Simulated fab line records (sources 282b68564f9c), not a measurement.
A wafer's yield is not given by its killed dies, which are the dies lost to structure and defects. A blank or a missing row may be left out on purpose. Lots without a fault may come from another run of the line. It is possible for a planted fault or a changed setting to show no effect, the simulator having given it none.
What tool caused it? -- flow rit-cmos -- 13 lots with 39 wafers sampled at 2 steps, on a route of 202 steps

## WHAT THE GAUGES READ, wafer by wafer
RIT_GATE_THK_MEAS_09. Usual: GATE_POLY_THK 249.5 nm, standard deviation 1.9.
lot,measured,on,GATE_POLY_THK (nm),flag
L657,day 2 12:37,film-metro-02,250.8 250.1 252.4,
L658,day 2 16:31,film-metro-03,248.5 250.0 248.6,
L659,day 2 21:02,film-metro-04,249.2 250.2 249.3,
L660,day 3 02:58,film-metro-03,250.3 250.9 250.8,
L661,day 3 07:43,film-metro-03,246.4 245.7 248.8,
L662,day 3 13:26,film-metro-04,249.3 251.4 250.8,
L663,day 3 18:02,film-metro-03,249.2 248.6 248.7,
L664,day 4 04:35,film-metro-03,251.5 249.7 249.9,
L668,day 4 21:44,film-metro-03,251.4 248.8 247.3,
L669,day 5 01:00,film-metro-02,251.8 252.1 250.4,
L673,day 5 19:10,film-metro-04,250.5 250.8 250.3,
L678,day 6 21:40,film-metro-03,218.8 221.7 219.5,OFF
L679,day 7 01:22,film-metro-04,252.7 250.1 249.6,

## WHAT TOOL EACH LOT RAN ON (gives the tool, then ch and the chambers of the sampled wafers, and finally the start)
lot,RIT_GATE_CVD_08
L657,"lpcvd-02 ch 0, day 2 10:59"
L658,"lpcvd-02 ch 1, day 2 14:53"
L659,"lpcvd-01 ch 0, day 2 19:24"
L660,"lpcvd-02 ch 0, day 3 01:22"
L661,"lpcvd-02 ch 1, day 3 06:05"
L662,"lpcvd-01 ch 0, day 3 11:00"
L663,"lpcvd-01 ch 0, day 3 15:35"
L664,"lpcvd-02 ch 1, day 4 02:58"
L668,"lpcvd-01 ch 0, day 4 19:17"
L669,"lpcvd-01 ch 0, day 4 23:22"
L673,"lpcvd-01 ch 0, day 5 17:32"
L678,"lpcvd-02 ch 0, day 6 19:14"
L679,"lpcvd-01 ch 0, day 6 23:45"
- RIT_GATE_CVD_08: deposits poly-Si from SiH4, target thk 250 nm, time 2220 s.

## WHAT THE TOOLS THEMSELVES READ (means of the sampled wafers that have a number; where no wafer has one, the mark that the record gives instead)
RIT_GATE_CVD_08. Usual: sih4-flow-sccm 100.01 sccm, standard deviation 0.29; zone-power-source-pct 12.3 %, standard deviation 0.44.
lot,tool,sih4-flow-sccm (sccm),zone-power-source-pct (%),flag
L657,lpcvd-02,100.15,12.6,
L658,lpcvd-02,99.83,12.4,
L659,lpcvd-01,100.20,11.9,
L660,lpcvd-02,100.06,12.5,
L661,lpcvd-02,99.88,12.4,
L662,lpcvd-01,100.07,11.7,
L663,lpcvd-01,100.17,11.8,
L664,lpcvd-02,100.36,12.5,
L668,lpcvd-01,99.92,11.7,
L669,lpcvd-01,99.66,11.8,
L673,lpcvd-01,100.35,11.7,
L678,lpcvd-02,100.07,12.5,
L679,lpcvd-01,100.07,11.7,

## THE ANSWER, worked out from the rows above alone
Rule: a lot is off if the mean of its wafers that have a number lies more than 3 standard deviations from the usual mean. A lot without any number at a reading at which 4 lots or more have one is off too. Where the step has rows for the other lots, those lots are counted as sound. After the gauges, taken in route order, come the tools' own readings; for these a lot's mean is taken, as printed above. At the first step where some lot is off, the reading lying furthest off is the one used; lots without a number count as furthest.
Off: at RIT_GATE_THK_MEAS_09 (GATE_POLY_THK), L678.
A tool fits if, at a process step before that reading, it ran every lot that is off, and no sound lot after the first of them. Gauges at RIT_GATE_THK_MEAS_09: tried the same way as those tools. This does not decide it: 2 tools fit, namely lpcvd-02 at RIT_GATE_CVD_08 and film-metro-03 at RIT_GATE_THK_MEAS_09.

## WHAT THE SIMULATOR HAD INSERTED
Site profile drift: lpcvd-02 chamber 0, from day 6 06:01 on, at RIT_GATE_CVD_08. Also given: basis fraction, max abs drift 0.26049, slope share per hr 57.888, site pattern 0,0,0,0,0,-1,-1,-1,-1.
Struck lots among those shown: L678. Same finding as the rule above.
